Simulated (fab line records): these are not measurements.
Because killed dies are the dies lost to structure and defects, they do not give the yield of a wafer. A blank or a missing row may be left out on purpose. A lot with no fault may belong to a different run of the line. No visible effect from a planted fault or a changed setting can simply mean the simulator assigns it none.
Lot-split experiment || flow berkeley cmos170 || route with 331 steps; 5 lots, 23 wafers read

== THE SPLIT ITSELF ==
At UCB170_PLDD_COAT_01 (resist thk 900 nm), the setting resist thk nm was moved away from the recipe's 900 nm on 6 of the 23 wafers read, by -5.7% to +2.1%. All remaining wafers had this setting at the recipe value.

Reading taken at the split's own step.

== THE READING ==
KrF_of_PLDD_COAT_01.thk nm (the simulator's own value, which no gauge read), in nm, at UCB170_PLDD_COAT_01 (resist thk 900 nm). No usual value for it is given in the file. The 17 wafers here that ran the recipe average 901.7 nm, standard deviation 1.7 nm.

{"wafer": "L077.1", "tool, chamber at the split": "litho track-03, 0", "resist thk nm as run, nm": 849, "against the recipe": "-5.7%", "KrF_of_PLDD_COAT_01.thk nm, nm": 846.4, "against lot-mates on the recipe": -53.9}
{"wafer": "L077.2", "tool, chamber at the split": "litho track-03, 0", "resist thk nm as run, nm": 900, "against the recipe": "recipe", "KrF_of_PLDD_COAT_01.thk nm, nm": 901, "against lot-mates on the recipe": "-"}
{"wafer": "L077.4", "tool, chamber at the split": "litho track-03, 0", "resist thk nm as run, nm": 849, "against the recipe": "-5.7%", "KrF_of_PLDD_COAT_01.thk nm, nm": 849.3, "against lot-mates on the recipe": -51.0}
{"wafer": "L077.5", "tool, chamber at the split": "litho track-03, 0", "resist thk nm as run, nm": 849, "against the recipe": "-5.7%", "KrF_of_PLDD_COAT_01.thk nm, nm": 851.8, "against lot-mates on the recipe": -48.5}
{"wafer": "L077.6", "tool, chamber at the split": "litho track-03, 0", "resist thk nm as run, nm": 900, "against the recipe": "recipe", "KrF_of_PLDD_COAT_01.thk nm, nm": 899.6, "against lot-mates on the recipe": "-"}
{"wafer": "L081.1", "tool, chamber at the split": "litho track-04, 0", "resist thk nm as run, nm": 900, "against the recipe": "recipe", "KrF_of_PLDD_COAT_01.thk nm, nm": 899.5, "against lot-mates on the recipe": "-"}
{"wafer": "L081.2", "tool, chamber at the split": "litho track-04, 0", "resist thk nm as run, nm": 900, "against the recipe": "recipe", "KrF_of_PLDD_COAT_01.thk nm, nm": 900.8, "against lot-mates on the recipe": "-"}
{"wafer": "L081.6", "tool, chamber at the split": "litho track-04, 0", "resist thk nm as run, nm": 900, "against the recipe": "recipe", "KrF_of_PLDD_COAT_01.thk nm, nm": 901.7, "against lot-mates on the recipe": "-"}
{"wafer": "L085.1", "tool, chamber at the split": "litho track-01, 0", "resist thk nm as run, nm": 919.1, "against the recipe": "+2.1%", "KrF_of_PLDD_COAT_01.thk nm, nm": 926.3, "against lot-mates on the recipe": "+21.9"}
{"wafer": "L085.2", "tool, chamber at the split": "litho track-01, 0", "resist thk nm as run, nm": 900, "against the recipe": "recipe", "KrF_of_PLDD_COAT_01.thk nm, nm": 903.7, "against lot-mates on the recipe": "-"}
{"wafer": "L085.4", "tool, chamber at the split": "litho track-01, 0", "resist thk nm as run, nm": 919.1, "against the recipe": "+2.1%", "KrF_of_PLDD_COAT_01.thk nm, nm": 924.4, "against lot-mates on the recipe": "+20.0"}
{"wafer": "L085.5", "tool, chamber at the split": "litho track-01, 0", "resist thk nm as run, nm": 900, "against the recipe": "recipe", "KrF_of_PLDD_COAT_01.thk nm, nm": 905.1, "against lot-mates on the recipe": "-"}
{"wafer": "L085.6", "tool, chamber at the split": "litho track-01, 0", "resist thk nm as run, nm": 919.1, "against the recipe": "+2.1%", "KrF_of_PLDD_COAT_01.thk nm, nm": 925.9, "against lot-mates on the recipe": "+21.5"}
{"wafer": "L084.1", "tool, chamber at the split": "litho track-01, 0", "resist thk nm as run, nm": 900, "against the recipe": "recipe", "KrF_of_PLDD_COAT_01.thk nm, nm": 902, "against lot-mates on the recipe": "-"}
{"wafer": "L084.3", "tool, chamber at the split": "litho track-01, 0", "resist thk nm as run, nm": 900, "against the recipe": "recipe", "KrF_of_PLDD_COAT_01.thk nm, nm": 903.7, "against lot-mates on the recipe": "-"}
{"wafer": "L084.4", "tool, chamber at the split": "litho track-01, 0", "resist thk nm as run, nm": 900, "against the recipe": "recipe", "KrF_of_PLDD_COAT_01.thk nm, nm": 900.4, "against lot-mates on the recipe": "-"}
{"wafer": "L084.5", "tool, chamber at the split": "litho track-01, 0", "resist thk nm as run, nm": 900, "against the recipe": "recipe", "KrF_of_PLDD_COAT_01.thk nm, nm": 902.5, "against lot-mates on the recipe": "-"}
{"wafer": "L084.6", "tool, chamber at the split": "litho track-01, 0", "resist thk nm as run, nm": 900, "against the recipe": "recipe", "KrF_of_PLDD_COAT_01.thk nm, nm": 904.6, "against lot-mates on the recipe": "-"}
{"wafer": "L082.1", "tool, chamber at the split": "litho track-04, 0", "resist thk nm as run, nm": 900, "against the recipe": "recipe", "KrF_of_PLDD_COAT_01.thk nm, nm": 901.6, "against lot-mates on the recipe": "-"}
{"wafer": "L082.6", "tool, chamber at the split": "litho track-04, 0", "resist thk nm as run, nm": 900, "against the recipe": "recipe", "KrF_of_PLDD_COAT_01.thk nm, nm": 901.6, "against lot-mates on the recipe": "-"}
{"wafer": "L082.2", "tool, chamber at the split": "litho track-04, 0", "resist thk nm as run, nm": 900, "against the recipe": "recipe", "KrF_of_PLDD_COAT_01.thk nm, nm": 900.9, "against lot-mates on the recipe": "-"}
{"wafer": "L082.4", "tool, chamber at the split": "litho track-04, 0", "resist thk nm as run, nm": 900, "against the recipe": "recipe", "KrF_of_PLDD_COAT_01.thk nm, nm": 900.2, "against lot-mates on the recipe": "-"}
{"wafer": "L082.5", "tool, chamber at the split": "litho track-04, 0", "resist thk nm as run, nm": 900, "against the recipe": "recipe", "KrF_of_PLDD_COAT_01.thk nm, nm": 899.4, "against lot-mates on the recipe": "-"}

THE FIT
A straight line over all 23 wafers: KrF_of_PLDD_COAT_01.thk nm changes by +9.58 nm for each +1% of resist thk nm; r = +0.99; the points scatter about the line by 2.2 nm.
The same after taking each lot's own level away (the mean of its wafers on the recipe; 23 wafers): +9.17 nm for each +1%; r = +1.00; scatter 1.4 nm.
On that fit, the largest move of resist thk nm shifts the reading by 52 nm.
Measured against the standard deviation above, the lots' own levels, which go from 900.30 to 904.40 nm, span 2.4 times it.
The two slopes are in agreement: the lot-to-lot level therefore moves the slope only a little.
Check: with one of the wafers moved furthest among these (-5.7%) left out of the fit, the line predicts -50.7 nm for it against its lot-mates. Against them it came out at -53.9 nm.

== OTHER SPLITS ON THESE WAFERS ==
Note: prior to the reading, these wafers also went through further splits. Each is held against what the fit with the lots' levels taken away leaves over:
{"other split on the same wafers": "UCB170_START_OXIDATION_02 ox time s", "wafers away from the commonest value": 10, "r with KrF_of_PLDD_COAT_01.thk nm (lot level and that fit taken away)": "+0.06"}
{"other split on the same wafers": "UCB170_NWELL_IMPLANT_14 energy kev", "wafers away from the commonest value": 5, "r with KrF_of_PLDD_COAT_01.thk nm (lot level and that fit taken away)": "+0.35"}
{"other split on the same wafers": "UCB170_PWELL_CVD_05 time s", "wafers away from the commonest value": 18, "r with KrF_of_PLDD_COAT_01.thk nm (lot level and that fit taken away)": -0.17}
{"other split on the same wafers": "UCB170_PVT_COAT_01 resist thk nm", "wafers away from the commonest value": 7, "r with KrF_of_PLDD_COAT_01.thk nm (lot level and that fit taken away)": "+0.38"}

== THE WHOLE CHAIN: every reading that the file lists as answering this split, in the file's order ==
{"step": "UCB170_PLDD_COAT_01", "what it does": "resist thk 900 nm", "reading": "KrF_of_PLDD_COAT_01.thk nm (the simulator's own value, which no gauge read)", "change (the file's fit)": "+9.13 nm for each +1% of the setting", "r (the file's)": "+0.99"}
{"step": "UCB170_PLDD_STRIP_10", "what it does": "strips in O2", "reading": "strip time to endpoint s", "change (the file's fit)": "withheld for each +1% of the setting", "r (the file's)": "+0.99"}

== FILE'S OWN FIT ==
KrF_of_PLDD_COAT_01.thk nm changes by +9.13 nm for each +1% of resist thk nm, r = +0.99.
